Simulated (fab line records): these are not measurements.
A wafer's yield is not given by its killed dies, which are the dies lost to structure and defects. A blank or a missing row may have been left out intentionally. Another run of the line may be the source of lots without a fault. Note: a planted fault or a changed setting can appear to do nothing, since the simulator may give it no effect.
fab line records    flow berkeley_cmos170
record lots=5  wafers=27
route steps=331 shown M3@327
start_h: start of the lot's first displayed wafer, in hours after the record's first day    wait_h: hours from the lot's prior step to this one    " unchanged from the row above    L1.1+2: a row that stands for several wafers    - no value, or no start was given    * or withheld: withheld    < > ~ a bound
route shown NAME@n: NAME is a module with steps in the file, n the number in the route of the first one    usual: the fault-free wafers' mean and standard deviation    same: alike in all rows    chamber/n: place in a boat    sites: the reading at each site    _std_site: the values' standard deviation    _edge_site: mean of outer sites minus mean of inner sites    radius_mm: how far each site lies from the wafer's centre    mask NAME#n: copy n    behind: the most recent tool/chamber to have shaped the wafer    hold: the reason the lot was held/the length of the hold in hours/how it ended    device: transistor that didn't switch, given as n, p or np    end of line: at the end of the route, the tests of the same wafers    where a step has no rows: the recipe by itself    killed: the dies lost at the first sort to structure and to defects; this is not the yield of the wafer    map: shows each die of a wafer: x if killed, . if not, _ if none is there
set.NAME: the setting the step ran with; set.NAME@STEP: the setting that earlier step ran with    model.NAME: the simulator's own value behind a step, which no gauge read
lots where settings were altered on purpose, with a table for each step and a row for each wafer
## steps
# step UCB170_M3_METAL_ETCH_18
# recipe chemistry=Cl2/BCl3  target=Al  stop_on=SiO2  pressure_mtorr=12  target_depth_a=11700  over_etch_frac=0.3  time_s=195  icp_w=600  bias_w=120  Cl2_flow_sccm=90  bcl3_flow_sccm=45
# usual oes_product_au=0.868/0.01
lot.wafer  tool          chamber  start_h  wait_h  set.target_depth_a  oes_product_au  model.M3.feature_depth_nm  model.KrF_of_M3_COAT_10.thk_nm
L079.1     rie_metal-01  1        226.88   -       11700               0.861           955.8                      208.5
L079.2     "             0        "        "       11700               0.852           964.4                      195.5
L079.3     "             1        "        "       11700               0.860           963.6                      211
L079.4     "             0        "        "       11700               0.854           973.3                      196.7
L079.5     "             1        "        "       11700               0.863           959.2                      213
L079.6     "             0        "        "       11700               0.854           975                        191.7
L082.3     rie_metal-01  0        229.94   -       11700               0.860           980                        194.4
L082.4     "             1        "        "       11700               0.871           971.3                      209.1
L082.5     "             0        "        "       11700               0.852           966.3                      196.1
L080.1     rie_metal-01  0        234.99   -       11700               0.853           963.7                      193
L080.2     "             1        "        "       7730                1.000           771.5                      440.2
L080.3     "             1        "        "       7730                0.998           771.7                      440.4
L080.4     "             0        "        "       11700               0.852           972.7                      197.1
L080.5     "             1        "        "       7730                1.013           772.7                      440
L080.6     "             0        "        "       11700               0.844           961.2                      197.8
L083.1     rie_metal-04  0        235.22   -       16370               0.731           999.4                      0
L083.2     "             1        "        "       16370               0.729           1003                       0
L083.3     "             0        "        "       11700               0.883           975.3                      224.7
L083.4     "             1        "        "       11700               0.878           987.9                      212.6
L083.5     "             1        "        "       16370               0.729           997                        0
L083.6     "             0        "        "       11700               0.888           985.3                      235.1
L084.1     rie_metal-02  0        235.95   -       9592                0.983           951.6                      334.4
L084.2     "             1        "        "       11700               0.849           962.3                      248.1
L084.3     "             0        "        "       9592                0.992           964.5                      328.8
L084.4     "             1        "        "       9592                0.953           953                        366.8
L084.5     "             0        "        "       11700               0.871           965.3                      212.9
L084.6     "             1        "        "       11700               0.859           960.2                      247.2
# step UCB170_M3_STRIP_19
# recipe chemistry=O2  power_w=400  pressure_mtorr=3500  platen_temp_c=withheld  o2_flow_sccm=400  overash_fraction=0.5
# usual oes_product_au=0.547/0.016
lot.wafer  tool             chamber  start_h  wait_h  set.target_depth_a@M3_METAL_ETCH_18  oes_product_au
L079.1     plasma_asher-04  0        227.06   0.1     11700                                0.534
L079.2     "                1        "        "       11700                                0.525
L079.3     "                1        "        "       11700                                0.545
L079.4     "                0        "        "       11700                                0.520
L079.5     "                0        "        "       11700                                0.539
L079.6     "                1        "        "       11700                                0.525
L082.3     plasma_asher-04  0        230.10   0.1     11700                                0.521
L082.4     "                1        "        "       11700                                0.540
L082.5     "                0        "        "       11700                                0.524
L080.1     plasma_asher-04  1        235.18   0.1     11700                                0.524
L080.2     "                0        "        "       7730                                 0.720
L080.3     "                0        "        "       7730                                 0.715
L080.4     "                1        "        "       11700                                0.528
L080.5     "                0        "        "       7730                                 0.723
L080.6     "                1        "        "       11700                                0.535
L083.1     plasma_asher-02  1        235.41   0.1     16370                                0.321
L083.2     "                0        "        "       16370                                0.315
L083.3     "                1        "        "       11700                                0.559
L083.4     "                0        "        "       11700                                0.541
L083.5     "                0        "        "       16370                                0.308
L083.6     "                1        "        "       11700                                0.571
L084.1     plasma_asher-04  1        236.13   0.1     9592                                 0.669
L084.2     "                0        "        "       11700                                0.580
L084.3     "                0        "        "       9592                                 0.660
L084.4     "                1        "        "       9592                                 0.704
L084.5     "                1        "        "       11700                                0.543
L084.6     "                0        "        "       11700                                0.582
# step UCB170_M3_CD_MEAS_90
# recipe target_cd_nm=700
# usual cd_nm=701/3.3
lot.wafer  tool       chamber  start_h  wait_h  set.target_depth_a@M3_METAL_ETCH_18  cd_nm
L079.1     cd_sem-01  -        227.16   0.1     11700                                701
L079.2     "          -        "        "       11700                                698
L079.3     "          -        "        "       11700                                701
L079.4     "          -        "        "       11700                                698
L079.5     "          -        "        "       11700                                704
L079.6     "          -        "        "       11700                                696
L082.3     cd_sem-02  -        230.20   0.1     11700                                695
L082.4     "          -        "        "       11700                                701
L082.5     "          -        "        "       11700                                695
L080.1     cd_sem-02  -        235.28   0.1     11700                                702
L080.2     "          -        "        "       7730                                 714
L080.3     "          -        "        "       7730                                 715
L080.4     "          -        "        "       11700                                699
L080.5     "          -        "        "       7730                                 713
L080.6     "          -        "        "       11700                                699
L083.1     cd_sem-01  -        235.51   0.1     16370                                689
L083.2     "          -        "        "       16370                                681
L083.3     "          -        "        "       11700                                710
L083.4     "          -        "        "       11700                                703
L083.5     "          -        "        "       16370                                683
L083.6     "          -        "        "       11700                                706
L084.1     cd_sem-02  -        236.23   0.1     9592                                 709
L084.2     "          -        "        "       11700                                700
L084.3     "          -        "        "       9592                                 709
L084.4     "          -        "        "       9592                                 708
L084.5     "          -        "        "       11700                                701
L084.6     "          -        "        "       11700                                701
# step UCB170_M3_PROBE_99
lot.wafer  tool       chamber  start_h  wait_h  set.time_s@SPACER_CVD_00  model.etest.pmos_0p6.r_on_ohm_um  model.etest.pplus_sal.line_ohm_um  model.etest.nplus_sal.line_ohm_um
L079.1+5   prober-02  -        227.40   0.1     31.62                     -                                 -                                  -
L079.2     prober-02  -        227.45   0.1     31.62                     5603                              4.229                              4.092
L079.3     prober-02  -        227.50   0.2     47                        8208                              5.197                              5.178
L079.4     prober-02  -        227.55   0.2     47                        8201                              5.502                              5.384
L079.6     prober-02  -        227.65   0.2     47                        -                                 -                                  -
L082.3     prober-02  -        230.50   0.2     47                        8314                              5.204                              5.148
L082.4     prober-02  -        230.55   0.2     47                        8342                              4.998                              4.977
L082.5     prober-02  -        230.60   0.2     47                        8480                              5.138                              5.129
L080.1+2   prober-02  -        235.52   0.1     72.94                     -                                 -                                  -
L080.3     prober-02  -        235.62   0.2     47                        8680                              5.531                              5.483
L080.4     prober-02  -        235.67   0.2     72.94                     2.997e+04                         2011                               1483
L080.5     prober-02  -        235.72   0.2     47                        -                                 -                                  -
L080.6     prober-02  -        235.77   0.2     47                        8640                              5.555                              5.538
L083.1     prober-01  -        235.75   0.1     47                        8577                              5.633                              5.55
L083.2     prober-01  -        235.80   0.1     47                        8557                              5.305                              5.224
L083.3     prober-01  -        235.85   0.2     47                        8371                              5.289                              5.091
L083.4     prober-01  -        235.90   0.2     61.79                     9002                              225.9                              254.3
L083.5     prober-01  -        235.95   0.2     61.79                     8910                              213.4                              217.8
L083.6     prober-01  -        236.00   0.2     61.79                     8795                              206.8                              180.8
L084.1     prober-02  -        236.47   0.1     47                        8164                              5.126                              5.107
L084.2     prober-02  -        236.52   0.1     47                        8306                              5.112                              5.108
L084.3     prober-02  -        236.57   0.2     47                        8236                              5.595                              5.503
L084.4     prober-02  -        236.62   0.2     47                        8333                              5.299                              5.263
L084.5     prober-02  -        236.67   0.2     47                        8369                              5.481                              5.456
L084.6     prober-02  -        236.72   0.2     47                        8176                              5.181                              5.041
# killed by level:class
L082.3 WELLDRIVE:geometric_particle:open=1 SILICIDE:geometric_particle:open=1 V1:geometric_particle:open=1
L082.4 SACOX:geometric_particle:short=1
L082.5 ACTIVE:coat_microbubble_printed=2 GATE:geometric_particle:short=1 GATE:geometric_particle:open=1 M1:geometric_particle:short=1
## key
split step=UCB170_M3_METAL_ETCH_18  setting=target_depth_a  stated=11700  by=wafer
response step=UCB170_M3_METAL_ETCH_18  reading=oes_product_au  change=-0.00438  per=1%  r=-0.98
response step=UCB170_M3_METAL_ETCH_18  reading=model.M3.feature_depth_nm  shape=bent  at_lowest=772  at_stated=969  at_highest=999.8
response step=UCB170_M3_METAL_ETCH_18  reading=model.KrF_of_M3_COAT_10.thk_nm  change=-6.24  per=1%  r=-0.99
response step=UCB170_M3_STRIP_19  reading=oes_product_au  change=-0.00589  per=1%  r=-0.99
response step=UCB170_M3_CD_MEAS_90  reading=cd_nm  change=-0.482  per=1%  r=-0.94
split outside_this_file step=UCB170_SPACER_CVD_00 setting=time_s
# split outside_this_file: this setting was split too, and the file shows its column; the key of that split is in another file
